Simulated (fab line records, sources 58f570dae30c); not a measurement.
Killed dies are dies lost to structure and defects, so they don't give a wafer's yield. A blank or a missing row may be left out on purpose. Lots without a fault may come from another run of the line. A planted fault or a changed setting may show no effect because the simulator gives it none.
fab line records | flow berkeley_cmos170
record lots=5 wafers=15 last_day=11
route steps=331 shown NVT@105 PVT@115 GATE@125 FIELD@126 PLDD@145
lots that met no fault: from a run of the same line without faults
start_h: hours from the record's first day to the start of the lot's first wafer shown | wait_h: hours since the lot's step before | " the same as in the row above | L1.1+2: a row that stands for several wafers | - no value, or no start given | * or withheld: withheld | < > ~ a bound
route shown NAME@n: a module of which the file shows steps, and the number in the route of the first | usual: mean/standard deviation of fault-free wafers | same: alike in all rows | chamber/n: place in a boat | sites: the reading at each site | _std_site: their standard deviation | _edge_site: outer sites' mean less inner sites' | radius_mm: how far each site lies from the wafer's centre | mask NAME#n: copy n | behind: the tool/chamber that last shaped the wafer | hold: why the lot was held/for how many hours/how that ended | device: the transistor (n, p or np) that didn't switch | end of line: the same wafers' tests at the end of the route | a step without rows: its recipe alone | killed: dies lost to structure and defects at the first sort, not the wafer's yield | map: a wafer's dies, x killed, . not, _ none there
set.NAME: the setting as run; set.NAME@STEP: as run at that earlier step | model.NAME: the simulator's own value behind a step, which no gauge read
lots at some steps of the route; a table a step, a row a wafer
services: from which hour (start_h, from the record's first day; less than 0 if before it) a tool's chamber was out of use, for how many hours, and why
## steps
# step UCB170_NVT_COAT_01
# recipe resist=KrF spin_rpm=1500 resist_thk_nm=900
# columns lot.wafer tool chamber start_h wait_h
L075.2+5+6 litho_track-04 0 115.84 0.1
L081.1+3+6 litho_track-02 0 145.51 0.1
L078.2+4+5 litho_track-04 0 145.54 0.1
L082.1+4+6 litho_track-01 0 154.01 0.1
L093.2+3+4 litho_track-04 0 207.19 0.1
# step UCB170_NVT_SOFTBAKE_02
# recipe resist=KrF temp_c=130 time_s=60
# columns lot.wafer tool chamber start_h wait_h
L075.2+5+6 litho_track-04 0 115.99 0.1
L081.1+3+6 litho_track-02 0 145.66 0.1
L078.2+4+5 litho_track-04 0 145.69 0.1
L082.1+4+6 litho_track-01 0 154.16 0.1
L093.2+3+4 litho_track-04 0 207.34 0.1
# step UCB170_NVT_EXPOSE_03
# recipe mask_id=PWELL target_cd_nm=3000 na=0.5 sigma_outer=0.6 source_shape=conventional dose_mj=30
# same sigma_outer=0.6
# columns lot.wafer tool chamber start_h wait_h mask
L075.2+5+6 krf_scanner-02 0 116.13 0.1 PWELL#0
L078.2+4+5 krf_scanner-02 0 146.07 0.4 PWELL#0
L081.1+3+6 krf_scanner-02 0 146.17 0.5 PWELL#0
L082.1+4+6 krf_scanner-02 0 154.31 0.1 PWELL#0
L093.2+3+4 krf_scanner-01 0 207.97 0.6 PWELL#0
# step UCB170_NVT_PEB_04
# recipe peb_temp_c=130 peb_time_s=withheld resist=KrF
# columns lot.wafer tool chamber start_h wait_h
L075.2+5+6 litho_track-04 0 116.25 0.1
L078.2+4+5 litho_track-04 0 146.29 0.2
L081.1+3+6 litho_track-01 0 146.54 0.3
L082.1+4+6 litho_track-01 0 154.43 0.1
L093.2+3+4 litho_track-04 0 208.45 0.5
# step UCB170_NVT_DEVELOP_05
# recipe developer=TMAH develop_time_s=45 resist=KrF dev_temp_c=21
# columns lot.wafer tool chamber start_h wait_h
L075.2+5+6 litho_track-04 0 - -
L078.2+4+5 litho_track-04 0 - -
L081.1+3+6 litho_track-01 0 - -
L082.1+4+6 litho_track-01 0 - -
L093.2+3+4 litho_track-04 0 - -
# step UCB170_NVT_OVL_MEAS_06
# usual NVT_OVL=0/4.5
# columns lot.wafer tool chamber start_h wait_h NVT_OVL[nm]
L075.2 overlay-01 - 116.51 - 4
L075.5 " - " " -2
L075.6 " - " " 7
L078.2 overlay-01 - 146.54 - 5
L078.4 " - " " -2
L078.5 " - " " -5
L081.1 overlay-01 - 146.81 - -6
L081.3 " - " " 0
L081.6 " - " " -6
L082.1 overlay-01 - 154.70 - 5
L082.4 " - " " 8
L082.6 " - " " 4
L093.2 overlay-02 - 208.71 - -7
L093.3 " - " " -1
L093.4 " - " " 0
# step UCB170_NVT_IMPLANT_07
# recipe species=BF2 dose_cm2=3e+12 energy_kev=50 tilt_deg=7
# columns lot.wafer tool chamber start_h wait_h
L075.2+5+6 implanter-03 0 116.57 0.0
L078.2+4+5 implanter-04 0 146.60 0.0
L081.1+3+6 implanter-02 0 146.85 0.0
L082.1+4+6 implanter-04 0 154.74 0.0
L093.2+3+4 implanter-02 0 208.77 0.0
# step UCB170_NVT_STRIP_08
# recipe chemistry=O2 power_w=400 pressure_mtorr=3500 platen_temp_c=withheld o2_flow_sccm=400 overash_fraction=0.5
# usual drypump_motor_current_A=5.6/0.34 oes_product_au=0.734/0.0051 strip_time_to_endpoint_s=21.68/0.062
# same overash_fraction=0.5
# columns lot.wafer tool chamber start_h wait_h drypump_motor_current_A oes_product_au rf_hours_counter_h strip_time_to_endpoint_s
L075.2 plasma_asher-04 1 116.69 0.1 5.5 0.732 29 21.70
L075.5 " 0 " " 5.1 0.738 - 21.66
L075.6 " 1 " " 5.5 0.726 - 21.61
L078.2 plasma_asher-04 0 146.72 0.1 5.0 0.738 32 21.71
L078.4 " 0 " " 5.1 0.737 - 21.68
L078.5 " 0 " " 5.1 0.747 - 21.72
L081.1 plasma_asher-04 0 147.00 0.1 5.0 0.732 32 21.73
L081.3 " 1 " " 5.5 0.737 - 21.70
L081.6 " 1 " " 5.5 0.724 - 21.72
L082.1 plasma_asher-03 1 154.89 0.1 6.0 0.737 4 21.63
L082.4 " 1 " " 6.0 0.730 - 21.62
L082.6 " 1 " " 6.0 0.733 - 21.67
L093.2 plasma_asher-01 0 208.89 0.1 5.4 0.732 56 21.61
L093.3 " 0 " " 5.4 0.728 - 21.56
L093.4 " 1 " " 5.6 0.736 - 21.62
# step UCB170_NVT_TW_MEAS_09
# usual NVT_TW=522/7.3
# columns lot.wafer tool chamber start_h wait_h NVT_TW
L075.2 film_metro-01 - 116.80 0.1 533
L075.5 " - " " 534
L075.6 " - " " 534
L078.2 film_metro-02 - 146.83 0.1 523
L078.4 " - " " 521
L078.5 " - " " 521
L081.1 film_metro-01 - 147.10 0.1 531
L081.3 " - " " 528
L081.6 " - " " 530
L082.1 film_metro-03 - 154.99 0.1 518
L082.4 " - " " 521
L082.6 " - " " 519
L093.2 film_metro-03 - 209.00 0.1 514
L093.3 " - " " 513
L093.4 " - " " 514
# step UCB170_NVT_CLEAN_10
# recipe chemistry=SPM temp_c=120 time_s=600
# usual bath_guard_temp_C=119.9/0.55 bath_heat_duty_pct=12.7/1.7
# columns lot.wafer tool chamber start_h wait_h bath_guard_temp_C bath_heat_duty_pct
L075.2 wet_bench-01 1 118.96 2.2 119.7 11.0
L075.5 " 1 " " 119.5 12.0
L075.6 " 1 " " 119.3 11.6
L078.2 wet_bench-03 3 146.88 0.0 120.7 13.6
L078.4 " 3 " " 121.0 14.6
L078.5 " 3 " " 121.3 12.9
L081.1 wet_bench-01 2 147.16 0.1 119.6 15.2
L081.3 " 2 " " 119.7 13.8
L081.6 " 2 " " 120.0 14.3
L082.1 wet_bench-01 0 156.32 1.3 120.0 12.6
L082.4 " 0 " " 120.2 15.0
L082.6 " 0 " " 119.9 13.5
L093.2 wet_bench-04 3 209.09 0.1 120.0 10.0
L093.3 " 3 " " 120.0 11.4
L093.4 " 3 " " 119.9 9.7
# step UCB170_PVT_HMDS_00
# recipe prime_time_s=60 prime_temp_c=100
# same prime_time_s=60
# columns lot.wafer tool chamber start_h wait_h
L075.2+5+6 litho_track-03 0 119.18 0.0
L078.2+4+5 litho_track-04 0 147.29 0.2
L081.1+3+6 litho_track-01 0 147.54 0.2
L082.1+4+6 litho_track-04 0 156.50 0.0
L093.2+3+4 litho_track-03 0 210.34 1.1
# step UCB170_PVT_COAT_01
# recipe resist=KrF spin_rpm=1500 resist_thk_nm=900
# columns lot.wafer tool chamber start_h wait_h
L075.2+5+6 litho_track-03 0 119.33 0.1
L078.2+4+5 litho_track-04 0 147.44 0.1
L081.1+3+6 litho_track-01 0 147.69 0.1
L082.1+4+6 litho_track-04 0 156.65 0.1
L093.2+3+4 litho_track-03 0 210.49 0.1
# step UCB170_PVT_SOFTBAKE_02
# recipe resist=KrF temp_c=130 time_s=60
# columns lot.wafer tool chamber start_h wait_h
L075.2+5+6 litho_track-03 0 119.48 0.1
L078.2+4+5 litho_track-04 0 147.59 0.1
L081.1+3+6 litho_track-01 0 147.84 0.1
L082.1+4+6 litho_track-04 0 156.80 0.1
L093.2+3+4 litho_track-03 0 210.64 0.1
# step UCB170_PVT_EXPOSE_03
# recipe mask_id=NWELL target_cd_nm=3000 na=0.5 sigma_outer=0.6 source_shape=conventional dose_mj=30
# same sigma_outer=0.6
# columns lot.wafer tool chamber start_h wait_h mask
L075.2+5+6 krf_scanner-02 0 119.75 0.2 NWELL#0
L078.2+4+5 krf_scanner-02 0 148.02 0.4 NWELL#0
L081.1+3+6 krf_scanner-01 0 148.25 0.4 NWELL#0
L082.1+4+6 krf_scanner-02 0 156.95 0.1 NWELL#0
L093.2+3+4 krf_scanner-01 0 210.91 0.2 NWELL#0
# step UCB170_PVT_PEB_04
# recipe peb_temp_c=130 peb_time_s=withheld resist=KrF
# columns lot.wafer tool chamber start_h wait_h
L075.2+5+6 litho_track-04 0 120.35 0.6
L078.2+4+5 litho_track-03 0 148.79 0.7
L081.1+3+6 litho_track-01 0 148.89 0.6
L082.1+4+6 litho_track-04 0 157.06 0.1
L093.2+3+4 litho_track-04 0 211.80 0.9
# step UCB170_PVT_DEVELOP_05
# recipe developer=TMAH develop_time_s=45 resist=KrF dev_temp_c=21
# columns lot.wafer tool chamber start_h wait_h
L075.2+5+6 litho_track-04 0 - -
L078.2+4+5 litho_track-03 0 - -
L081.1+3+6 litho_track-01 0 - -
L082.1+4+6 litho_track-04 0 - -
L093.2+3+4 litho_track-04 0 - -
# step UCB170_PVT_OVL_MEAS_06
# usual PVT_OVL=1/5.3
# columns lot.wafer tool chamber start_h wait_h PVT_OVL[nm]
L075.2 overlay-02 - 120.61 - 4
L075.5 " - " " -8
L075.6 " - " " 0
L078.2 overlay-02 - 149.04 - 4
L078.4 " - " " 0
L078.5 " - " " -1
L081.1 overlay-01 - 149.16 - 0
L081.3 " - " " 0
L081.6 " - " " -4
L082.1 overlay-02 - 157.34 - 1
L082.4 " - " " -5
L082.6 " - " " -2
L093.2 overlay-02 - 212.06 - -2
L093.3 " - " " -2
L093.4 " - " " -6
# step UCB170_PVT_IMPLANT_07
# recipe species=P dose_cm2=2e+12 energy_kev=30 tilt_deg=7
# columns lot.wafer tool chamber start_h wait_h
L075.2+5+6 implanter-01 0 120.66 0.0
L078.2+4+5 implanter-04 0 149.10 0.0
L081.1+3+6 implanter-01 0 149.20 0.0
L082.1+4+6 implanter-04 0 157.38 0.0
L093.2+3+4 implanter-01 0 212.12 0.0
# step UCB170_PVT_STRIP_08
# recipe chemistry=O2 power_w=400 pressure_mtorr=3500 platen_temp_c=withheld o2_flow_sccm=400 overash_fraction=0.5
# usual drypump_motor_current_A=5.7/0.35 oes_product_au=0.734/0.0046 strip_time_to_endpoint_s=21.68/0.084
# same overash_fraction=0.5
# columns lot.wafer tool chamber start_h wait_h drypump_motor_current_A oes_product_au rf_hours_counter_h strip_time_to_endpoint_s
L075.2 plasma_asher-02 0 120.79 0.1 5.0 0.749 37 21.80
L075.5 " 1 " " 5.8 0.727 - 21.73
L075.6 " 0 " " 5.0 0.736 - 21.77
L078.2 plasma_asher-01 1 149.22 0.1 5.7 0.730 49 21.62
L078.4 " 0 " " 5.4 0.741 - 21.59
L078.5 " 0 " " 5.4 0.744 - 21.60
L081.1 plasma_asher-03 0 149.35 0.1 6.1 0.744 3 21.84
L081.3 " 0 " " 6.1 0.739 - 21.84
L081.6 " 0 " " 6.1 0.729 - 21.77
L082.1 plasma_asher-02 1 157.53 0.1 5.9 0.739 41 21.75
L082.4 " 0 " " 5.0 0.731 - 21.74
L082.6 " 1 " " 5.9 0.734 - 21.70
L093.2 plasma_asher-03 0 212.24 0.1 6.1 0.740 11 21.68
L093.3 " 0 " " 6.1 0.735 - 21.69
L093.4 " 1 " " 6.0 0.732 - 21.73
# step UCB170_PVT_TW_MEAS_09
# usual PVT_TW=503/4.3
# columns lot.wafer tool chamber start_h wait_h PVT_TW
L075.2 film_metro-03 - 120.90 0.1 495
L075.5 " - " " 497
L075.6 " - " " 496
L078.2 film_metro-02 - 149.33 0.1 504
L078.4 " - " " 503
L078.5 " - " " 503
L081.1 film_metro-03 - 149.45 0.1 500
L081.3 " - " " 501
L081.6 " - " " 503
L082.1 film_metro-02 - 157.63 0.1 503
L082.4 " - " " 502
L082.6 " - " " 500
L093.2 film_metro-02 - 212.35 0.1 504
L093.3 " - " " 504
L093.4 " - " " 503
# step UCB170_GATE_WET_ETCH_00
# recipe chemistry=dHF dilution=25:1 target=SiO2 temp_c=25 time_s=200
# usual bath_heat_duty_pct=6.6/0.68
# columns lot.wafer tool chamber start_h wait_h bath_heat_duty_pct
L075.2 wet_bench-02 0 120.95 0.0 6.2
L075.5 " 0 " " 7.0
L075.6 " 0 " " 6.0
L078.2 wet_bench-02 0 149.54 0.2 6.0
L078.4 " 0 " " 6.2
L078.5 " 0 " " 6.3
L081.1 wet_bench-02 2 149.54 0.1 7.2
L081.3 " 2 " " 7.2
L081.6 " 2 " " 7.8
L082.1 wet_bench-02 0 157.69 0.1 5.0
L082.4 " 0 " " 6.7
L082.6 " 0 " " 5.4
L093.2 wet_bench-02 2 212.40 0.0 6.7
L093.3 " 2 " " 6.3
L093.4 " 2 " " 7.2
# step UCB170_FIELD_THK_MEAS_91
# recipe reads=SiO2_of_FIELD_OXIDATION_01
# usual FIELD_OXIDE_LEFT_2_THK=347/12
# columns lot.wafer tool chamber start_h wait_h FIELD_OXIDE_LEFT_2_THK[nm]
L075.2 film_metro-04 - 121.03 0.0 331
L075.5 " - " " 333
L075.6 " - " " 330
L081.1 film_metro-04 - 149.61 0.0 344
L081.3 " - " " 351
L081.6 " - " " 339
L078.2 film_metro-03 - 149.62 0.0 359
L078.4 " - " " 348
L078.5 " - " " 354
L082.1 film_metro-04 - 157.76 0.0 362
L082.4 " - " " 358
L082.6 " - " " 354
L093.2 film_metro-04 - 212.47 0.0 348
L093.3 " - " " 352
L093.4 " - " " 348
# step UCB170_GATE_OXIDATION_01
# recipe temp_c=850 ambient=O2 target_thk_a=66 ox_time_s=1800
# usual ox_temp_c=850.1/0.41 tube_center_temp_C=850/0.076 tube_center_temp_C_max=852.2/0.35 zone_power_load_pct=25.3/2.1
# columns lot.wafer tool chamber start_h wait_h ox_temp_c tube_center_temp_C tube_center_temp_C_max zone_power_load_pct
L075.2 furnace-03 0 125.22 4.2 850.8 850.02 852.2 27.1
L075.5 " 0 " " 850.4 850.03 852.4 27.6
L075.6 " 0 " " 850.4 850.1 852.5 27.0
L078.2 furnace-03 0 152.00 2.4 849.9 849.99 852.6 27.0
L078.4 " 0 " " 849.8 849.99 852.3 27.4
L078.5 " 0 " " 850.2 850.08 852.6 27.3
L081.1 furnace-03 0 152.00 2.4 849.6 850.17 852.1 27.0
L081.3 " 0 " " 849.4 850.01 852.6 27.7
L081.6 " 0 " " 849.7 850.04 851.9 27.2
L082.1 furnace-03 0 160.37 2.6 849.0 850.04 851.8 27.2
L082.4 " 0 " " 849.3 850.1 852.4 27.7
L082.6 " 0 " " 849.4 849.97 852.6 28.0
L093.2 furnace-01 0 212.64 0.2 849.8 849.94 851.8 22.8
L093.3 " 0 " " 850.1 849.93 852.3 22.6
L093.4 " 0 " " 850.7 850.02 852.1 23.1
# step UCB170_GATE_THK_MEAS_02
# recipe reads=SiO2_of_GATE_OXIDATION_01
# usual GATE_OXIDE_THK=6.51/0.11
# columns lot.wafer tool chamber start_h wait_h GATE_OXIDE_THK[nm]
L075.2 film_metro-03 - 126.73 0.0 6.51
L075.5 " - " " 6.58
L075.6 " - " " 6.72
L081.1 film_metro-01 - 153.50 0.0 6.25
L081.3 " - " " 6.30
L081.6 " - " " 6.26
L078.2 film_metro-04 - 153.51 0.0 6.61
L078.4 " - " " 6.58
L078.5 " - " " 6.57
L082.1 film_metro-04 - 161.87 0.0 6.57
L082.4 " - " " 6.55
L082.6 " - " " 6.53
L093.2 film_metro-03 - 214.15 0.0 6.54
L093.3 " - " " 6.41
L093.4 " - " " 6.39
# step UCB170_GATE_ANNEAL_03
# recipe temp_c=900 time_s=1800 ambient=N2
# usual tube_center_temp_C=900/0.084 tube_center_temp_C_max=902.3/0.42 zone_power_load_pct=28.1/2.3
# columns lot.wafer tool chamber start_h wait_h tube_center_temp_C tube_center_temp_C_max zone_power_load_pct
L075.2 furnace-03 0 130.22 3.5 899.86 901.6 31.1
L075.5 " 0 " " 900.12 902.5 30.5
L075.6 " 0 " " 899.86 902.3 31.1
L078.2 furnace-01 0 156.04 2.5 900.05 902.1 26.1
L078.4 " 0 " " 900.02 902.7 26.5
L078.5 " 0 " " 899.97 902.1 25.8
L081.1 furnace-01 0 156.04 2.5 899.87 902.6 25.6
L081.3 " 0 " " 899.95 902.2 26.1
L081.6 " 0 " " 900.03 902.3 25.3
L082.1 furnace-03 0 165.80 3.9 900.04 902.8 31.3
L082.4 " 0 " " 900.14 902.2 30.5
L082.6 " 0 " " 900.01 901.9 30.8
L093.2 furnace-02 0 216.83 2.7 900.05 902.4 26.8
L093.3 " 0 " " 900.12 901.9 26.6
L093.4 " 0 " " 899.78 902.4 26.5
# step UCB170_GATE_CVD_04
# recipe material=poly-Si temp_c=610 precursor=SiH4 time_s=1440 pressure_mtorr=375 target_thk_nm=214 sih4_flow_sccm=120
# usual pressure_mtorr=375.0/0.87 zone_power_load_pct=12.4/0.7
# columns lot.wafer tool chamber start_h wait_h pressure_mtorr zone_power_load_pct
L075.2 lpcvd-01 0 133.85 2.1 374.1 11.4
L075.5 " 0 " " 375.2 11.5
L075.6 " 0 " " 374.9 11.8
L078.2 lpcvd-02 1 158.39 0.8 374.8 12.8
L078.4 " 1 " " 376.1 12.8
L078.5 " 1 " " 376.6 12.9
L081.1 lpcvd-02 0 158.39 0.8 375.6 12.8
L081.3 " 0 " " 375.6 13.0
L081.6 " 0 " " 376.6 13.1
L082.1 lpcvd-01 1 167.30 0.0 376.0 11.6
L082.4 " 1 " " 376.5 11.7
L082.6 " 1 " " 375.8 11.7
L093.2 lpcvd-01 1 218.33 0.0 376.0 11.5
L093.3 " 1 " " 374.6 11.7
L093.4 " 1 " " 375.8 11.5
# step UCB170_GATE_THK_MEAS_05
# recipe reads=poly-Si_of_GATE_CVD_04
# usual GATE_POLY_THK=213.6/2.1
# columns lot.wafer tool chamber start_h wait_h GATE_POLY_THK[nm]
L075.2 film_metro-04 - 135.26 0.0 216.5
L075.5 " - " " 215.7
L075.6 " - " " 216.0
L081.1 film_metro-03 - 160.49 0.0 214.1
L081.3 " - " " 214.6
L081.6 " - " " 213.3
L078.2 film_metro-01 - 160.50 0.0 208.4
L078.4 " - " " 210.3
L078.5 " - " " 209.4
L082.1 film_metro-04 - 168.70 0.0 214.3
L082.4 " - " " 215.2
L082.6 " - " " 215.6
L093.2 film_metro-03 - 219.74 0.0 212.0
L093.3 " - " " 211.7
L093.4 " - " " 212.5
# step UCB170_GATE_COAT_06
# recipe resist=BARC temp_c=withheld time_s=withheld spin_rpm=3000 resist_thk_nm=withheld
# columns lot.wafer tool chamber start_h wait_h
L075.2+5+6 litho_track-03 0 135.65 0.4
L081.1+3+6 litho_track-02 0 160.55 0.1
L078.2+4+5 litho_track-03 0 160.58 0.1
L082.1+4+6 litho_track-03 0 168.76 0.1
L093.2+3+4 litho_track-03 0 219.81 0.1
# step UCB170_GATE_COAT_07
# recipe resist=KrF spin_rpm=1500 resist_thk_nm=900
# columns lot.wafer tool chamber start_h wait_h
L075.2+5+6 litho_track-03 0 - -
L081.1+3+6 litho_track-02 0 - -
L078.2+4+5 litho_track-03 0 - -
L082.1+4+6 litho_track-03 0 - -
L093.2+3+4 litho_track-03 0 - -
# step UCB170_GATE_SOFTBAKE_08
# recipe resist=KrF temp_c=130 time_s=60
# columns lot.wafer tool chamber start_h wait_h
L075.2+5+6 litho_track-03 0 - -
L081.1+3+6 litho_track-02 0 - -
L078.2+4+5 litho_track-03 0 - -
L082.1+4+6 litho_track-03 0 - -
L093.2+3+4 litho_track-03 0 - -
# step UCB170_GATE_EXPOSE_09
# recipe mask_id=POLY target_cd_nm=350 na=0.5 sigma_outer=0.6 source_shape=conventional dose_mj=21
# same sigma_outer=0.6
# columns lot.wafer tool chamber start_h wait_h mask
L075.2+5+6 krf_scanner-02 0 136.32 - POLY#0
L078.2+4+5 krf_scanner-02 0 161.02 - POLY#0
L081.1+3+6 krf_scanner-01 0 161.24 - POLY#0
L082.1+4+6 krf_scanner-02 0 169.33 - POLY#0
L093.2+3+4 krf_scanner-02 0 220.62 - POLY#0
# step UCB170_GATE_PEB_10
# recipe peb_temp_c=130 peb_time_s=withheld resist=KrF
# columns lot.wafer tool chamber start_h wait_h
L075.2+5+6 litho_track-03 0 136.47 0.1
L078.2+4+5 litho_track-02 0 161.14 0.1
L081.1+3+6 litho_track-01 0 161.36 0.1
L082.1+4+6 litho_track-02 0 169.45 0.1
L093.2+3+4 litho_track-02 0 221.23 0.6
# step UCB170_GATE_DEVELOP_11
# recipe developer=TMAH develop_time_s=45 resist=KrF dev_temp_c=21
# columns lot.wafer tool chamber start_h wait_h
L075.2+5+6 litho_track-03 0 - -
L078.2+4+5 litho_track-02 0 - -
L081.1+3+6 litho_track-01 0 - -
L082.1+4+6 litho_track-02 0 - -
L093.2+3+4 litho_track-02 0 - -
# step UCB170_GATE_CD_MEAS_12
# recipe target_cd_nm=350
# usual cd_nm=350.2/1.3
# columns lot.wafer tool chamber start_h wait_h cd_nm
L075.2 cd_sem-01 - 136.74 - 351.2
L075.5 " - " " 350.0
L075.6 " - " " 351.4
L078.2 cd_sem-01 - 161.41 - 348.0
L078.4 " - " " 348.5
L078.5 " - " " 347.4
L081.1 cd_sem-02 - 161.64 - 351.1
L081.3 " - " " 350.9
L081.6 " - " " 351.6
L082.1 cd_sem-02 - 169.73 - 349.9
L082.4 " - " " 348.9
L082.6 " - " " 349.9
L093.2 cd_sem-01 - 221.50 - 350.6
L093.3 " - " " 348.5
L093.4 " - " " 349.9
# step UCB170_GATE_OVL_MEAS_13
# usual GATE_OVL=2/4.9
# columns lot.wafer tool chamber start_h wait_h GATE_OVL[nm]
L075.2 overlay-02 - 136.85 0.1 -3
L075.5 " - " " 0
L075.6 " - " " -6
L078.2 overlay-01 - 161.52 0.1 -1
L078.4 " - " " -9
L078.5 " - " " -3
L081.1 overlay-02 - 161.76 0.1 2
L081.3 " - " " 7
L081.6 " - " " -2
L082.1 overlay-02 - 169.85 0.1 11
L082.4 " - " " 3
L082.6 " - " " 7
L093.2 overlay-02 - 221.60 0.1 5
L093.3 " - " " -4
L093.4 " - " " -5
# step UCB170_GATE_ETCH_14
# recipe chemistry=N2/H2 target_depth_a=withheld overetch_a=withheld target=BARC time_s=withheld source_w=500 bias_w=100 pressure_mtorr=30 n2_flow_sccm=100 h2_flow_sccm=200
# usual drypump_motor_current_A=5.7/0.4 oes_product_au=0.989/0.017 throttle_valve_pct=13.35/0.13
# columns lot.wafer tool chamber start_h wait_h drypump_motor_current_A oes_product_au throttle_valve_pct
L075.2 rie_diel-01 3 136.88 0.0 5.5 1.008 13.35
L075.5 " 3 " " 5.5 1.026 13.34
L075.6 " 0 " " 5.8 0.978 13.37
L078.2 rie_diel-01 0 161.55 0.0 5.8 0.961 13.38
L078.4 " 2 " " 5.9 0.999 13.42
L078.5 " 3 " " 5.5 1.014 13.35
L081.1 rie_diel-03 0 161.79 0.0 5.7 0.990 13.05
L081.3 " 1 " " 5.9 0.956 13.44
L081.6 " 1 " " 6.0 0.959 13.46
L082.1 rie_diel-01 1 169.88 0.0 6.5 0.991 13.38
L082.4 " 0 " " 5.8 0.952 13.37
L082.6 " 2 " " 5.9 0.988 13.39
L093.2 rie_diel-03 3 221.63 0.0 5.9 0.978 13.63
L093.3 " 0 " " 5.7 0.993 13.07
L093.4 " 1 " " 5.9 0.957 13.46
# step UCB170_GATE_ETCH_15
# recipe chemistry=HBr/Cl2 target=poly-Si stop_on=SiO2 over_etch_frac=0.3 icp_w=300 bias_w=150 time_s=56.3 pressure_mtorr=15 HBr_flow_sccm=150 Cl2_flow_sccm=50 target_depth_a=2782
# usual drypump_motor_current_A=5.7/0.54 oes_product_au=0.832/0.015 throttle_valve_pct=26.56/0.3
# columns lot.wafer tool chamber start_h wait_h drypump_motor_current_A oes_product_au rf_hours_counter_h throttle_valve_pct
L075.2 rie_si-01 2 136.92 - 6.5 0.839 74 25.99
L075.5 " 1 " " 5.8 0.811 - 26.39
L075.6 " 2 " " 6.5 0.843 - 26.00
L078.2 rie_si-02 0 161.59 - 5.2 0.837 68 26.61
L078.4 " 1 " " 5.0 0.811 - 26.77
L078.5 " 0 " " 5.2 0.838 - 26.62
L081.1 rie_si-01 1 161.83 - 5.7 0.806 113 26.38
L081.3 " 0 " " 6.0 0.837 74 26.65
L081.6 " 1 " " 5.7 0.802 - 26.39
L082.1 rie_si-01 0 169.92 - 6.0 0.826 74 26.68
L082.4 " 2 " " 6.5 0.834 74 26.00
L082.6 " 1 " " 5.7 0.816 - 26.39
L093.2 rie_si-01 1 221.68 - 5.7 0.822 0 26.23
L093.3 " 0 " " 6.0 0.825 74 26.66
L093.4 " 2 " " 6.5 0.825 74 25.99
# step UCB170_GATE_STRIP_16
# recipe chemistry=O2 power_w=400 pressure_mtorr=3500 platen_temp_c=withheld o2_flow_sccm=400 overash_fraction=0.5
# usual drypump_motor_current_A=5.6/0.43 oes_product_au=0.725/0.0048
# same overash_fraction=0.5
# columns lot.wafer tool chamber start_h wait_h drypump_motor_current_A oes_product_au rf_hours_counter_h
L075.2 plasma_asher-03 1 136.97 0.0 6.0 0.727 2
L075.5 " 1 " " 6.0 0.729 -
L075.6 " 0 " " 6.1 0.730 -
L078.2 plasma_asher-02 1 161.64 0.0 5.8 0.725 41
L078.4 " 1 " " 5.8 0.725 -
L078.5 " 0 " " 5.0 0.726 -
L081.1 plasma_asher-04 0 161.88 0.0 5.0 0.733 34
L081.3 " 1 " " 5.5 0.715 -
L081.6 " 1 " " 5.5 0.731 -
L082.1 plasma_asher-02 0 169.97 0.0 5.0 0.725 42
L082.4 " 0 " " 5.0 0.721 -
L082.6 " 0 " " 5.0 0.724 -
L093.2 plasma_asher-03 1 221.72 0.0 6.0 0.730 12
L093.3 " 1 " " 6.0 0.720 -
L093.4 " 0 " " 6.1 0.726 -
# step UCB170_GATE_CD_MEAS_90
# recipe target_cd_nm=350
# usual cd_nm=349.8/1.5
# columns lot.wafer tool chamber start_h wait_h cd_nm
L075.2 cd_sem-01 - 137.09 0.1 349.8
L075.5 " - " " 348.8
L075.6 " - " " 351.0
L078.2 cd_sem-01 - 161.76 0.1 347.4
L078.4 " - " " 347.9
L078.5 " - " " 346.4
L081.1 cd_sem-02 - 162.00 0.1 350.2
L081.3 " - " " 351.1
L081.6 " - " " 352.2
L082.1 cd_sem-01 - 170.07 0.1 349.0
L082.4 " - " " 349.0
L082.6 " - " " 347.9
L093.2 cd_sem-01 - 221.84 0.1 350.4
L093.3 " - " " 348.0
L093.4 " - " " 350.2
# step UCB170_GATE_CLEAN_17
# recipe chemistry=SPM temp_c=120 time_s=600
# usual bath_guard_temp_C=120.2/0.57 bath_heat_duty_pct=14.1/1.2
# columns lot.wafer tool chamber start_h wait_h bath_guard_temp_C bath_heat_duty_pct
L075.2 wet_bench-02 3 137.32 0.2 120.3 16.2
L075.5 " 3 " " 120.8 15.5
L075.6 " 3 " " 120.7 14.4
L078.2 wet_bench-01 3 161.86 0.1 120.0 13.4
L078.4 " 3 " " 120.2 11.8
L078.5 " 3 " " 120.3 12.9
L081.1 wet_bench-02 3 162.12 0.1 120.6 14.6
L081.3 " 3 " " 120.4 15.2
L081.6 " 3 " " 120.0 14.7
L082.1 wet_bench-02 3 170.19 0.1 120.3 15.2
L082.4 " 3 " " 120.3 14.5
L082.6 " 3 " " 120.6 16.1
L093.2 wet_bench-01 3 221.94 0.1 120.3 12.5
L093.3 " 3 " " 120.1 13.7
L093.4 " 3 " " 120.1 13.4
# step UCB170_PLDD_HMDS_00
# recipe prime_time_s=60 prime_temp_c=100
# same prime_time_s=60
# columns lot.wafer tool chamber start_h wait_h
L075.2+5+6 litho_track-02 0 137.53 0.0
L078.2+4+5 litho_track-03 0 162.08 0.0
L081.1+3+6 litho_track-02 0 162.31 0.0
L082.1+4+6 litho_track-02 0 170.53 0.1
L093.2+3+4 litho_track-02 0 222.50 0.4
# step UCB170_PLDD_COAT_01
# recipe resist=KrF spin_rpm=1500 resist_thk_nm=900
# columns lot.wafer tool chamber start_h wait_h
L075.2+5+6 litho_track-02 0 137.68 0.1
L078.2+4+5 litho_track-03 0 162.23 0.1
L081.1+3+6 litho_track-02 0 162.46 0.1
L082.1+4+6 litho_track-02 0 170.68 0.1
L093.2+3+4 litho_track-02 0 222.65 0.1
## services
# columns tool chamber start_h hours kind
furnace-01 - 93.56 10.2 pm
implanter-01 - 98.51 3.9 pm
krf_scanner-02 - 105.46 0.8 pm
krf_scanner-01 - 106.89 4.4 pm
plasma_asher-03 - 108.75 9.0 pm
rie_si-01 - 111.96 0.2 repair
krf_scanner-02 - 121.06 1.3 pm
krf_scanner-02 - 126.62 4.4 pm
krf_scanner-01 - 132.71 1.3 pm
plasma_asher-04 - 133.67 2.8 pm
furnace-01 - 135.52 2.9 pm
implanter-01 - 136.20 6.8 pm
krf_scanner-01 - 141.90 4.0 pm
plasma_asher-03 - 145.40 1.4 repair
krf_scanner-02 - 152.90 0.2 repair
rie_diel-03 - 153.92 0.5 repair
rie_si-01 - 161.98 2.0 repair
rie_diel-01 - 165.83 0.5 repair
krf_scanner-01 - 167.23 1.0 pm
implanter-04 - 174.34 2.6 pm
krf_scanner-01 - 183.53 1.5 repair
implanter-01 - 183.95 2.6 repair
rie_diel-01 1 189.75 1.3 repair
krf_scanner-02 - 222.08 1.0 pm
## key
fault none
